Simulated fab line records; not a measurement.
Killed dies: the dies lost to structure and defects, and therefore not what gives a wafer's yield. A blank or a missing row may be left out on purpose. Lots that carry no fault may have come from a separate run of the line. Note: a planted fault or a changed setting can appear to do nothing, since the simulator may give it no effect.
A single fault, viewed from 2 desks + flow berkeleyCmos170 + what lay behind the numbers comes last; until then each desk has only its own

## THE TOOL OWNER'S DESK: implanter-01
For each lot that ran on this tool, the mean over its sampled wafers that have a number, from the tool's own readings at UCB170_NLDD_IMPLANT_08. The brackets show how far a lot's mean lies from the usual mean; more than 4 standard deviations puts the lot out of limits, marked OUT.
Columns: A = rotationDeg at UCB170_NLDD_IMPLANT_08, usual 0.004 degrees; B = tiltDeg at UCB170_NLDD_IMPLANT_08, usual 7.002 degrees
| lot  | first seen here | A      | B                        |
|------|-----------------|--------|--------------------------|
| L279 | day 6 19:19     | 0.002  | 7.013                    |
| L281 | day 7 04:35     | -0.013 | 7.008                    |
| L282 | day 7 05:36     | 0.016  | 6.988                    |
| L294 | day 9 19:37     | -0.012 | -0.006 (-99 or more) OUT |
| L295 | day 10 06:31    | 0.002  | 0.018 (-99 or more) OUT  |
This desk's finding: out of limits on L294, L295; first on L294, day 9 19:37 (tiltDeg at UCB170_NLDD_IMPLANT_08). L279, L281, L282: within limits.

## THE METROLOGY DESK
Means of the sampled wafers that have a number, per lot and without regard to the tool the lot ran on: this is what the gauges read. The brackets show how far a lot's mean lies from the usual mean; more than 4 standard deviations puts the lot out of limits, marked OUT.
Columns: A = PLDD_OVL at UCB170_PLDD_OVL_MEAS_07, usual -1 nm; B = NLDD_TW at UCB170_NLDD_TW_MEAS_11, usual 2230; C = PSD_TW at UCB170_PSD_TW_MEAS_10, usual 2358; D = NLDD_RS at UCB170_SDANNEAL_RS_MEAS_05, usual 616.6 ohm/sq
| lot  | first seen here | A   | B               | C    | D               |
|------|-----------------|-----|-----------------|------|-----------------|
| L279 | day 6 16:42     | -5  | 2237            | 2335 | 616.3           |
| L281 | day 7 02:40     | 2   | 2214            | 2353 | 615.4           |
| L282 | day 7 02:56     | -3  | 2234            | 2344 | 617.6           |
| L288 | day 8 08:55     | 4   | 2242            | 2352 | 616.5           |
| L285 | day 8 09:16     | 6   | 2243            | 2348 | 615.9           |
| L291 | day 9 01:59     | 3   | 2228            | 2362 | 615.9           |
| L292 | day 9 02:29     | -1  | 2230            | 2390 | 615.5           |
| L294 | day 9 17:37     | 5   | 2136 (-5.2) OUT | 2381 | 536.3 (-57) OUT |
| L296 | day 10 04:15    | -1  | 2255            | 2381 | 615.9           |
| L295 | day 10 04:36    | -6  | 2118 (-6.2) OUT | 2333 | 537.5 (-57) OUT |
| L293 | day 10 04:47    | -10 | 2257            | 2332 | 615.4           |
| L301 | day 10 15:35    | -4  | 2233            | 2351 | 616.4           |
| L299 | day 10 16:35    | -2  | 2226            | 2359 | 617.9           |
| L298 | day 10 16:52    | 2   | 2206            | 2353 | 615.2           |
This desk finds L294, L295 out of limits, with the earliest case on L294 at day 9 20:01 (NLDD_TW at UCB170_NLDD_TW_MEAS_11). L279, L281, L282, L288, L285, L291, L292, L296, L293, L301, L299, L298: within limits.

## PUT TOGETHER
An alarm could have come from the tool owner's desk at day 9 19:37, on L294, L295.
An alarm was possible from the metrology desk at day 9 20:01, on L294, L295.
On implanter-01, each named lot ran UCB170_NLDD_IMPLANT_08.

## WHAT THE SIMULATOR HAD INSERTED
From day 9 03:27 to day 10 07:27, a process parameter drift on implanter-01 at UCB170_NLDD_IMPLANT_08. A move of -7 in setting tiltDeg, from 7. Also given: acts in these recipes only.
Shown lots that were struck: L294, L295.
Fault start to first reading out of limits, in hours, per desk: tool owner, 16; metrology, 17.
